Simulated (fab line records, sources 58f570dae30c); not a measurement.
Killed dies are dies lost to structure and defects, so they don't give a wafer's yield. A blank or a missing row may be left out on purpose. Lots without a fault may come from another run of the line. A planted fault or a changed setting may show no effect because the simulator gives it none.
Split-lot experiment | flow berkeley_cmos170 | 5 lots, 23 wafers read, on a route of 331 steps

THE SPLIT
At UCB170_ACTIVE_OXIDATION_02 (target thk 26.4 nm, ox time 1260 s), the setting temp_c was moved away from the recipe's 1000 C on 15 of the 23 wafers read, by -2.7% to +2.4%. The other wafers ran this setting at the recipe's value.

The file shows no step between the split and the reading.

THE READING
ACTIVE_OXIDE_THK, in nm, at UCB170_ACTIVE_THK_MEAS_03. Fault-free wafers of this fab line usually give 26.1 nm, standard deviation 0.48 nm.

wafer  | tool, chamber at the split | temp_c as run, C | against the recipe | ACTIVE_OXIDE_THK, nm | against lot-mates on the recipe
L074.4 | furnace-03, 0              | 1000             | recipe             | 25.9                 | -
L074.5 | furnace-03, 0              | 1000             | recipe             | 25.7                 | -
L074.6 | furnace-03, 0              | 1000             | recipe             | 26.0                 | -
L077.1 | -, -                       | 977.7            | -2.2%              | 20.9                 | no lot-mate on the recipe
L077.2 | -, -                       | 977.7            | -2.2%              | 20.3                 | no lot-mate on the recipe
L077.3 | -, -                       | 977.7            | -2.2%              | 20.8                 | no lot-mate on the recipe
L077.4 | -, -                       | 977.7            | -2.2%              | 21.0                 | no lot-mate on the recipe
L077.6 | -, -                       | 977.7            | -2.2%              | 20.4                 | no lot-mate on the recipe
L079.1 | -, -                       | 1024             | +2.4%              | 32.1                 | no lot-mate on the recipe
L079.2 | -, -                       | 1024             | +2.4%              | 32.8                 | no lot-mate on the recipe
L079.3 | -, -                       | 1024             | +2.4%              | 32.2                 | no lot-mate on the recipe
L079.4 | -, -                       | 1024             | +2.4%              | 32.5                 | no lot-mate on the recipe
L079.6 | -, -                       | 1024             | +2.4%              | 32.1                 | no lot-mate on the recipe
L078.2 | -, -                       | 973.4            | -2.7%              | 19.8                 | no lot-mate on the recipe
L078.3 | -, -                       | 973.4            | -2.7%              | 19.8                 | no lot-mate on the recipe
L078.4 | -, -                       | 973.4            | -2.7%              | 19.7                 | no lot-mate on the recipe
L078.5 | -, -                       | 973.4            | -2.7%              | 19.9                 | no lot-mate on the recipe
L078.6 | -, -                       | 973.4            | -2.7%              | 19.4                 | no lot-mate on the recipe
L082.2 | -, -                       | 1000             | recipe             | 26.4                 | -
L082.3 | -, -                       | 1000             | recipe             | 26.1                 | -
L082.4 | -, -                       | 1000             | recipe             | 25.9                 | -
L082.5 | -, -                       | 1000             | recipe             | 26.6                 | -
L082.6 | -, -                       | 1000             | recipe             | 26.2                 | -

THE FIT
A straight line over all 23 wafers: ACTIVE_OXIDE_THK changes by +2.49 nm for each +1% of temp_c; r = +1.00; the points scatter about the line by 0.29 nm.
Too few moved wafers have a lot-mate on the recipe to fit a line with each lot's own level taken away.

THE WHOLE CHAIN: every reading that the file lists as answering this split, in the file's order
step                       | what it does                       | reading                                                                             | change (the file's fit)             | r (the file's)
UCB170_ACTIVE_OXIDATION_02 | target thk 26.4 nm, ox time 1260 s | SiO2_of_ACTIVE_OXIDATION_02.thk_nm (the simulator's own value, which no gauge read) | +2.5 nm for each +1% of the setting | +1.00
UCB170_ACTIVE_THK_MEAS_03  |                                    | ACTIVE_OXIDE_THK                                                                    | +2.5 for each +1% of the setting    | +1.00

THE FILE'S OWN FIT
ACTIVE_OXIDE_THK changes by +2.5 nm for each +1% of temp_c, r = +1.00.
